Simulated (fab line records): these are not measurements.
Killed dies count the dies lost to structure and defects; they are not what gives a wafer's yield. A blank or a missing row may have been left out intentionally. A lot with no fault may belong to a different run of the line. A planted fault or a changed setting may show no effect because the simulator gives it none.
fab line records	flow rit_cmos
record lots=6	wafers=18	last_day=7
route steps=202 shown ACTIVE@17 FOX1@20 FOX2@23 NWELL@28 PWELL@39 WELLDRIVE@50 M1@202
lots untouched by any fault: they come from a run of this same line in which no faults occurred
start_h: hours from the record's first day to the start of the lot's first wafer shown	wait_h: hours from the lot's prior step to this one	" same as the row above	L1.1+2: a single row standing in for several wafers	- no value present, or no start provided	* or withheld: withheld	< > ~ a bound
route shown NAME@n: a module of which the file shows steps, and the number in the route of the first	usual: average and standard deviation across the fault-free wafers	same: alike in all rows	chamber/n: place in a boat	sites: readings site by site	_std_site: their standard deviation	_edge_site: mean of outer sites minus mean of inner sites	radius_mm: for every site, how far away it sits from the centre of the wafer	mask NAME#n: copy n	behind: the tool/chamber that last shaped the wafer	hold: why the lot was held/for how many hours/how that ended	device: whichever transistor did not switch (one of n, p or np)	end of line: the same wafers' tests at the end of the route	a step given without rows: its recipe and nothing more	killed: dies that structure and defects cost at the first sort, which is not the same as the wafer's yield	map: dies across one wafer; x = killed, . = not, _ = none there
set.NAME: the setting as run; set.NAME@STEP: as run at that earlier step	model.NAME: the simulator's own value behind a step, which no gauge read
lots at selected steps of the route; one table per step, one row per wafer
services: a tool's chamber out of use, with start hour (start_h, from the record's first day; less than 0 if before it), hours out, and reason
## steps
# step RIT_ACTIVE_CLEAN_15
# recipe chemistry=SC1	mix=3:3:50	time_s=600	temp_c=75
# step RIT_ACTIVE_CLEAN_16
# recipe chemistry=dHF	dilution=50:1	time_s=30
# step RIT_ACTIVE_CLEAN_17
# recipe chemistry=SC2	mix=3:3:50	time_s=600	temp_c=75	dry=n2_spin
# step RIT_FOX1_OXIDATION_00
# recipe temp_c=1100	ambient=H2O	target_thk_a=3507	p_h2o_torr=720	ox_time_s=1130
# step RIT_FOX1_THK_MEAS_01
# recipe reads=SiO2_of_FOX1_OXIDATION_00
# usual FOX1_OXIDE_THK=354/7
lot.wafer	tool	chamber	start_h	wait_h	FOX1_OXIDE_THK[nm]
L330.2	film_metro-02	-	17.26	0.0	356
L330.4	"	-	"	"	352
L330.5	"	-	"	"	357
L334.1	film_metro-02	-	41.87	0.0	348
L334.3	"	-	"	"	345
L334.6	"	-	"	"	356
L339.1	film_metro-02	-	63.55	0.0	351
L339.2	"	-	"	"	350
L339.4	"	-	"	"	356
L340.1	film_metro-01	-	72.34	0.0	361
L340.2	"	-	"	"	361
L340.5	"	-	"	"	360
L341.1	film_metro-01	-	77.53	0.0	362
L341.3	"	-	"	"	359
L341.4	"	-	"	"	357
L350.1	film_metro-04	-	118.03	0.0	349
L350.2	"	-	"	"	347
L350.3	"	-	"	"	345
# step RIT_FOX1_WET_ETCH_02
# recipe chemistry=BOE	target_depth_nm=350	time_s=390	temp_c=21.5	dry=n2_spin	dilution=10:1	target=SiO2
# step RIT_FOX2_OXIDATION_00
# recipe temp_c=1100	ambient=H2O	target_thk_a=3507	p_h2o_torr=720	ox_time_s=1130
# step RIT_FOX2_THK_MEAS_01
# recipe reads=SiO2_of_FOX2_OXIDATION_00
# usual FOX2_OXIDE_THK=352/6.2
lot.wafer	tool	chamber	start_h	wait_h	FOX2_OXIDE_THK[nm]
L330.2	film_metro-02	-	18.78	0.0	354
L330.4	"	-	"	"	350
L330.5	"	-	"	"	355
L334.1	film_metro-04	-	46.06	0.0	348
L334.3	"	-	"	"	345
L334.6	"	-	"	"	343
L339.1	film_metro-04	-	65.69	0.0	355
L339.2	"	-	"	"	353
L339.4	"	-	"	"	355
L340.1	film_metro-02	-	77.78	0.0	348
L340.2	"	-	"	"	344
L340.5	"	-	"	"	351
L341.1	film_metro-02	-	80.58	0.0	356
L341.3	"	-	"	"	357
L341.4	"	-	"	"	363
L350.1	film_metro-03	-	119.52	0.0	364
L350.2	"	-	"	"	358
L350.3	"	-	"	"	351
# step RIT_FOX2_CLEAN_02
# recipe chemistry=dHF	dilution=50:1	time_s=180
# step RIT_FOX2_WET_ETCH_03
# recipe chemistry=H3PO4	target=Si3N4	target_depth_nm=195	temp_c=165	time_s=2700
# step RIT_FOX2_THK_MEAS_90
# recipe reads=SiO2_of_FOX2_OXIDATION_00
# usual FIELD_OXIDE_LEFT_1_THK=324/6.2
lot.wafer	tool	chamber	start_h	wait_h	FIELD_OXIDE_LEFT_1_THK[nm]
L330.2	film_metro-04	-	19.66	0.0	326
L330.4	"	-	"	"	323
L330.5	"	-	"	"	328
L334.1	film_metro-04	-	46.94	0.0	320
L334.3	"	-	"	"	318
L334.6	"	-	"	"	317
L339.1	film_metro-02	-	66.64	0.0	328
L339.2	"	-	"	"	326
L339.4	"	-	"	"	328
L340.1	film_metro-04	-	78.66	0.0	321
L340.2	"	-	"	"	317
L340.5	"	-	"	"	324
L341.1	film_metro-02	-	81.46	0.0	329
L341.3	"	-	"	"	330
L341.4	"	-	"	"	336
L350.1	film_metro-03	-	120.39	0.0	337
L350.2	"	-	"	"	331
L350.3	"	-	"	"	324
# step RIT_NWELL_HMDS_00
# recipe prime_time_s=60	prime_temp_c=140
# step RIT_NWELL_COAT_01
# recipe resist=NOVOLAK	spin_rpm=2000	resist_thk_nm=1300
lot.wafer	tool	chamber	start_h	wait_h	model.NOVOLAK_of_NWELL_COAT_01.thk_nm
L330.2+5	litho_track-01	0	19.88	0.1	1299
L330.4	"	0	"	"	1294
L334.1+3	litho_track-02	0	47.15	0.1	1299
L334.6	"	0	"	"	1297
L339.1+4	litho_track-02	0	66.85	0.1	260
L339.2	"	0	"	"	260.4
L340.1	litho_track-02	0	78.87	0.1	261.9
L340.2	"	0	"	"	260.6
L340.5	"	0	"	"	261.1
L341.1+3	litho_track-01	0	81.67	0.1	1300
L341.4	"	0	"	"	1296
L350.1	litho_track-01	0	120.60	0.1	1300
L350.2	"	0	"	"	1303
L350.3	"	0	"	"	1299
# step RIT_NWELL_SOFTBAKE_02
# recipe resist=NOVOLAK	temp_c=90	time_s=60
# step RIT_NWELL_EXPOSE_03
# recipe mask_id=M2	na=0.57	target_cd_nm=43900	dose_mj=250
# step RIT_NWELL_PEB_04
# recipe resist=NOVOLAK	temp_c=withheld	time_s=withheld
# step RIT_NWELL_DEVELOP_05
# recipe resist=NOVOLAK	develop_time_s=68	dev_temp_c=23
# step RIT_NWELL_OVL_MEAS_06
# usual NWELL_OVL=0.6/1.3
lot.wafer	tool	chamber	start_h	wait_h	NWELL_OVL[nm]
L330.2	overlay-01	-	20.72	-	0.6
L330.4	"	-	"	"	2.4
L330.5	"	-	"	"	-0.7
L334.1	overlay-02	-	48.00	-	-0.5
L334.3	"	-	"	"	0.6
L334.6	"	-	"	"	0.7
L339.1	overlay-02	-	67.70	-	2.2
L339.2	"	-	"	"	1.8
L339.4	"	-	"	"	0.6
L340.1	overlay-01	-	79.72	-	1.0
L340.2	"	-	"	"	0.3
L340.5	"	-	"	"	0.1
L341.1	overlay-01	-	82.40	-	0.3
L341.3	"	-	"	"	-0.2
L341.4	"	-	"	"	-0.6
L350.1	overlay-02	-	121.33	-	3.4
L350.2	"	-	"	"	2.6
L350.3	"	-	"	"	1.2
# step RIT_NWELL_HARDBAKE_07
# recipe resist=NOVOLAK	temp_c=140	time_s=120
lot.wafer	tool	chamber	start_h	wait_h	model.NOVOLAK_of_NWELL_COAT_01.thk_nm
L330.2+5	litho_track-01	0	20.79	0.1	1136
L330.4	"	0	"	"	1132
L334.1+3	litho_track-01	0	48.04	0.0	1136
L334.6	"	0	"	"	1135
L339.1+4	litho_track-02	0	67.74	0.0	234.2
L339.2	"	0	"	"	234.6
L340.1	litho_track-03	0	79.76	0.0	235.9
L340.2	"	0	"	"	234.8
L340.5	"	0	"	"	235.2
L341.1	litho_track-02	0	82.44	0.0	1137
L341.3	"	0	"	"	1136
L341.4	"	0	"	"	1134
L350.1	litho_track-03	0	121.37	0.0	1137
L350.2	"	0	"	"	1140
L350.3	"	0	"	"	1136
# step RIT_NWELL_IMPLANT_08
# recipe species=P	energy_kev=170	dose_cm2=5e+13	tilt_deg=7
# step RIT_NWELL_STRIP_09
# recipe chemistry=O2	time_s=180	resist=NOVOLAK	platen_temp_c=withheld	power_w=500	pressure_mtorr=4000	o2_flow_sccm=4000
# usual drypump_motor_current_A=5.68/0.28
lot.wafer	tool	chamber	start_h	wait_h	drypump_motor_current_A	rf_hours_counter_h
L330.2	plasma_asher-04	1	21.15	0.1	5.85	38
L330.4	"	1	"	"	5.81	-
L330.5	"	0	"	"	5.24	-
L334.1	plasma_asher-03	1	48.44	0.1	5.71	40
L334.3	"	0	"	"	5.37	-
L334.6	"	1	"	"	5.72	-
L339.1	plasma_asher-01	0	68.14	0.1	5.74	40
L339.2	"	1	"	"	6.06	40
L339.4	"	1	"	"	6.03	-
L340.1	plasma_asher-04	1	80.16	0.1	5.77	44
L340.2	"	0	"	"	5.23	44
L340.5	"	0	"	"	5.21	-
L341.1	plasma_asher-03	0	82.84	0.1	5.41	44
L341.3	"	1	"	"	5.72	-
L341.4	"	0	"	"	5.37	-
L350.1	plasma_asher-03	1	121.77	0.1	5.76	0
L350.2	"	0	"	"	5.40	0
L350.3	"	0	"	"	5.36	-
# step RIT_NWELL_TW_MEAS_10
# usual NWELL_TW=2141/13
lot.wafer	tool	chamber	start_h	wait_h	NWELL_TW
L330.2	film_metro-01	-	21.33	0.1	2131
L330.4	"	-	"	"	2136
L330.5	"	-	"	"	2133
L334.1	film_metro-04	-	48.61	0.1	2155
L334.3	"	-	"	"	2157
L334.6	"	-	"	"	2147
L339.1	film_metro-04	-	68.31	0.1	2149
L339.2	"	-	"	"	2157
L339.4	"	-	"	"	2154
L340.1	film_metro-03	-	80.33	0.1	2163
L340.2	"	-	"	"	2151
L340.5	"	-	"	"	2151
L341.1	film_metro-03	-	83.01	0.1	2142
L341.3	"	-	"	"	2147
L341.4	"	-	"	"	2148
L350.1	film_metro-01	-	121.94	0.1	2132
L350.2	"	-	"	"	2134
L350.3	"	-	"	"	2120
# step RIT_PWELL_HMDS_00
# recipe prime_time_s=60	prime_temp_c=140
# step RIT_PWELL_COAT_01
# recipe resist=NOVOLAK	spin_rpm=2000	resist_thk_nm=1300
# step RIT_PWELL_SOFTBAKE_02
# recipe resist=NOVOLAK	temp_c=90	time_s=60
# step RIT_PWELL_EXPOSE_03
# recipe mask_id=M3	na=0.57	target_cd_nm=43700	dose_mj=250
# step RIT_PWELL_PEB_04
# recipe resist=NOVOLAK	temp_c=withheld	time_s=withheld
# step RIT_PWELL_DEVELOP_05
# recipe resist=NOVOLAK	develop_time_s=68	dev_temp_c=23
# step RIT_PWELL_OVL_MEAS_06
# usual PWELL_OVL=-0.1/1.4
lot.wafer	tool	chamber	start_h	wait_h	PWELL_OVL[nm]
L330.2	overlay-02	-	22.40	-	0.3
L330.4	"	-	"	"	-1.3
L330.5	"	-	"	"	1.6
L334.1	overlay-01	-	49.68	-	-2.3
L334.3	"	-	"	"	-2.9
L334.6	"	-	"	"	-1.0
L339.1	overlay-02	-	69.38	-	1.4
L339.2	"	-	"	"	-1.2
L339.4	"	-	"	"	1.8
L340.1	overlay-01	-	81.40	-	1.1
L340.2	"	-	"	"	0.1
L340.5	"	-	"	"	2.6
L341.1	overlay-02	-	84.09	-	0.7
L341.3	"	-	"	"	-0.6
L341.4	"	-	"	"	-0.2
L350.1	overlay-01	-	122.92	-	-2.1
L350.2	"	-	"	"	0.0
L350.3	"	-	"	"	-1.9
# step RIT_PWELL_HARDBAKE_07
# recipe resist=NOVOLAK	temp_c=140	time_s=120
# step RIT_PWELL_IMPLANT_08
# recipe species=B	energy_kev=170	dose_cm2=7e+13	tilt_deg=7
# step RIT_PWELL_STRIP_09
# recipe chemistry=O2	time_s=180	resist=NOVOLAK	platen_temp_c=withheld	power_w=500	pressure_mtorr=4000	o2_flow_sccm=4000
# usual drypump_motor_current_A=5.66/0.27
lot.wafer	tool	chamber	start_h	wait_h	drypump_motor_current_A	rf_hours_counter_h
L330.2	plasma_asher-04	0	22.83	0.1	5.22	38
L330.4	"	1	"	"	5.76	-
L330.5	"	0	"	"	5.21	-
L334.1	plasma_asher-02	1	50.11	0.1	6.01	27
L334.3	"	0	"	"	5.77	-
L334.6	"	0	"	"	5.78	-
L339.1	plasma_asher-03	0	69.82	0.1	5.37	43
L339.2	"	1	"	"	5.74	43
L339.4	"	0	"	"	5.38	-
L340.1	plasma_asher-03	1	81.83	0.1	5.75	44
L340.2	"	0	"	"	5.41	44
L340.5	"	1	"	"	5.73	-
L341.1	plasma_asher-03	1	84.52	0.1	5.75	44
L341.3	"	1	"	"	5.76	-
L341.4	"	0	"	"	5.40	-
L350.1	plasma_asher-02	1	123.47	0.1	6.00	33
L350.2	"	0	"	"	5.77	33
L350.3	"	0	"	"	5.75	-
# step RIT_PWELL_TW_MEAS_10
# usual PWELL_TW=949/6.5
lot.wafer	tool	chamber	start_h	wait_h	PWELL_TW
L330.2	film_metro-04	-	23.01	0.1	954
L330.4	"	-	"	"	950
L330.5	"	-	"	"	948
L334.1	film_metro-03	-	50.29	0.1	948
L334.3	"	-	"	"	948
L334.6	"	-	"	"	945
L339.1	film_metro-03	-	69.99	0.1	1999
L339.2	"	-	"	"	2001
L339.4	"	-	"	"	2008
L340.1	film_metro-04	-	82.01	0.1	2020
L340.2	"	-	"	"	2019
L340.5	"	-	"	"	2020
L341.1	film_metro-04	-	84.70	0.1	952
L341.3	"	-	"	"	957
L341.4	"	-	"	"	961
L350.1	film_metro-04	-	123.64	0.1	949
L350.2	"	-	"	"	953
L350.3	"	-	"	"	953
# step RIT_WELLDRIVE_ANNEAL_00
# recipe temp_c=1100	time_s=14700	ambient=N2
# step RIT_M1_PROBE_99
# usual killed_at_contacts=0.1/0.37	killed_at_front_end=6.9/2.9	killed_dies=7.1/2.9	killed_on_rim=1.9/1.4	killed_open=3.3/1.8	killed_short=3.6/2.2
# same gross_dies=264	killed_at_M0_to_M3=0	killed_at_M4_up=0	killed_at_back_side=0	killed_at_other=0
lot.wafer	tool	chamber	start_h	wait_h	killed_at_contacts	killed_at_front_end	killed_dies	killed_on_rim	killed_open	killed_short	model.etest.pwell_pinched.rs_ohm_sq	model.etest.nmos_0p3.r_on_ohm_um	model.etest.nmos_turned.drive_ua_um	model.etest.nmos_0p15.r_on_ohm_um	model.etest.nmos_0p15.drive_ua_um	model.etest.nmos_0p3.drive_ua_um	model.etest.nmos_narrow.drive_ua_um	model.etest.well_edge_left.line_ohm_um
L330.2	prober-01	-	65.35	0.1	0	6	6	3	3	3	456.6	2124	328.4	1100	489.8	232.7	232.8	179.9
L330.4	prober-01	-	65.45	0.2	0	9	9	2	4	5	453.6	2144	324.8	1106	475.5	228.9	229.4	181.2
L330.5	prober-01	-	65.50	0.2	0	6	6	0	1	5	463.7	2130	335.1	1106	497.8	236.1	235.4	181.9
L334.1	prober-01	-	92.90	0.1	0	3	3	1	2	1	448	2175	317.9	1146	462.2	223.3	225.9	181.2
L334.3	prober-01	-	93.00	0.2	0	6	6	1	3	3	450.5	2179	314.4	1148	459.6	222.5	224.3	184
L334.6	prober-01	-	93.15	0.2	0	5	5	3	4	1	457.6	2226	301.1	1157	455	218.2	221.7	183.5
L339.1	prober-02	-	111.83	0.1	0	11	11	0	3	8	742.7	1968	408.4	1052	548.4	268.5	253.7	166.2
L339.2	prober-02	-	111.88	0.1	0	11	11	1	4	7	752.4	1945	407.1	1035	553.5	274.9	259.9	162.2
L339.4	prober-02	-	111.98	0.2	1	8	9	4	7	1	770.6	1959	414.4	1055	553.5	271.4	251.2	166.1
L340.1	prober-01	-	118.04	0.1	0	4	4	0	3	1	713.1	2052	366	1097	510	251.7	236.4	165
L340.2	prober-01	-	118.09	0.1	0	7	7	0	3	4	711.4	2018	368.9	1092	509.7	256.2	242.3	167.4
L340.5	prober-01	-	118.24	0.2	0	3	3	2	0	3	716.7	2034	367.6	1088	512	256.8	243.4	165.9
L341.1	prober-02	-	122.69	0.1	0	10	10	2	3	7	457	2148	334.7	1097	485.3	228.4	229.8	183.1
L341.3	prober-02	-	122.79	0.2	0	5	5	1	3	2	457.8	2154	322.7	1126	474.9	225.7	226.3	181.5
L341.4	prober-02	-	122.84	0.2	0	7	7	0	3	4	458.8	2142	332.6	1096	488.9	228.1	227.3	182.2
L350.1	prober-01	-	160.18	0.1	0	9	9	1	2	7	462.2	2104	338.9	1132	498.3	246.8	245.3	183.2
L350.2	prober-01	-	160.23	0.1	0	9	9	2	3	6	456.8	2100	329.2	1111	487.2	240.5	239.3	181.1
L350.3	prober-01	-	160.28	0.2	0	3	3	0	2	1	456.3	2112	329.5	1132	486.7	238.9	241.7	184.2
# killed by level:class
L330.2 REOX:geometric_particle:short=2 SILICIDE:geometric_particle:open=2 GATE:geometric_particle:open=1 GATE:geometric_particle:short=1
L330.4 GATE:geometric_particle:short=2 REOX:geometric_particle:open=2 SPACER:geometric_particle:short=2 FOX2:geometric_particle:open=1 GATE:geometric_particle:open=1 REOX:geometric_particle:short=1
L330.5 REOX:geometric_particle:short=3 FOX2:geometric_particle:short=1 REOX:geometric_particle:open=1 SPACER:geometric_particle:short=1
L334.1 GATE:geometric_particle:short=1 GATE:geometric_particle:open=1 REOX:geometric_particle:open=1
L334.3 FOX1:geometric_particle:short=1 FOX1:geometric_particle:open=1 FOX2:geometric_particle:open=1 GATE:geometric_particle:short=1 SPACER:geometric_particle:short=1 SILICIDE:geometric_particle:open=1
L334.6 FOX2:geometric_particle:open=2 SILICIDE:geometric_particle:open=2 GATE:geometric_particle:short=1
L339.1 GATE:geometric_particle:short=3 FOX1:geometric_particle:short=2 GATE:geometric_particle:open=2 SPACER:geometric_particle:short=2 FOX1:geometric_particle:open=1 SILICIDE:geometric_particle:short=1
L339.2 GATE:geometric_particle:short=4 FOX1:geometric_particle:short=2 GATE:geometric_particle:open=2 REOX:geometric_particle:open=1 SPACER:geometric_particle:open=1 SPACER:geometric_particle:short=1
L339.4 GATE:geometric_particle:open=2 REOX:geometric_particle:open=2 SPACER:geometric_particle:open=2 GATE:geometric_particle:short=1 SILICIDE:geometric_particle:open=1 CONTACT:coat_microbubble_printed=1
L340.1 SPACER:geometric_particle:open=2 GATE:geometric_particle:short=1 SILICIDE:geometric_particle:open=1
L340.2 FOX2:geometric_particle:short=2 FOX2:geometric_particle:open=1 GATE:geometric_particle:open=1 REOX:geometric_particle:short=1 SPACER:geometric_particle:short=1 SPACER:geometric_particle:open=1
L340.5 FOX1:geometric_particle:short=1 GATE:geometric_particle:short=1 SILICIDE:geometric_particle:short=1
L341.1 GATE:geometric_particle:short=3 SPACER:geometric_particle:short=3 FOX1:geometric_particle:short=1 GATE:geometric_particle:open=1 REOX:geometric_particle:open=1 SPACER:geometric_particle:open=1
L341.3 GATE:geometric_particle:open=2 GATE:geometric_particle:short=1 SPACER:geometric_particle:open=1 SPACER:geometric_particle:short=1
L341.4 FOX2:geometric_particle:short=1 GATE:geometric_particle:open=1 GATE:geometric_particle:short=1 REOX:geometric_particle:short=1 REOX:geometric_particle:open=1 SPACER:geometric_particle:open=1 SPACER:geometric_particle:short=1
L350.1 FOX1:geometric_particle:short=2 SPACER:geometric_particle:short=2 GATE:geometric_particle:short=1 REOX:geometric_particle:open=1 REOX:geometric_particle:short=1 SPACER:geometric_particle:open=1 STARTING-WAFER:geometric_particle:short=1
L350.2 FOX2:geometric_particle:short=3 REOX:geometric_particle:short=2 GATE:geometric_particle:short=1 GATE:geometric_particle:open=1 REOX:geometric_particle:open=1 SILICIDE:geometric_particle:open=1
L350.3 FOX2:geometric_particle:open=1 GATE:geometric_particle:open=1 REOX:geometric_particle:short=1
## services
tool	chamber	start_h	hours	kind
plasma_asher-01	-	31.07	15.6	pm
plasma_asher-02	-	58.08	9.8	repair
plasma_asher-02	-	67.84	9.9	pm
plasma_asher-04	-	94.35	2.1	repair
plasma_asher-04	-	100.74	0.8	repair
plasma_asher-03	-	108.75	9.0	pm
plasma_asher-03	0	108.75	9.0	vent_cycle
plasma_asher-03	1	108.75	9.0	vent_cycle
plasma_asher-03	0	117.75	-	clean
plasma_asher-03	1	117.75	-	clean
## key
first_sign step=RIT_PWELL_TW_MEAS_10	reading=PWELL_TW	direction=up	sigmas=99+	usual=949	struck=2011
effect none on later readings
model_effect step=RIT_NWELL_COAT_01	value=NOVOLAK_of_NWELL_COAT_01.thk_nm	without=1303	struck=260.7
model_effect step=RIT_NWELL_HARDBAKE_07	value=NOVOLAK_of_NWELL_COAT_01.thk_nm	without=1140	struck=234.8
model_effect step=RIT_M1_PROBE_99	value=etest.pwell_pinched.rs_ohm_sq	without=455.1	struck=734.5
met_at RIT_NWELL_COAT_01
struck_wafers L339.1,L339.2,L339.4,L340.1,L340.2,L340.5
tester_left_out L339,L340
onset_between 47.15 66.85
fault kind=process_parameter_drift	tool=litho_track-02	chamber=-	onset_h=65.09	steps=RIT_NWELL_COAT_01	channel=resist_thk_nm	offset=-1040	shape=step	end_h=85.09	acts_in=these_recipes_only	stated=1300
# tester_left_out: of these lots the tester's yield and bins aren't shown, on N5 and GAA mostly nor the transistor test; their killed dies are dies lost to structure and defects alone, not to doping, threshold or leakage, so they don't give the yield
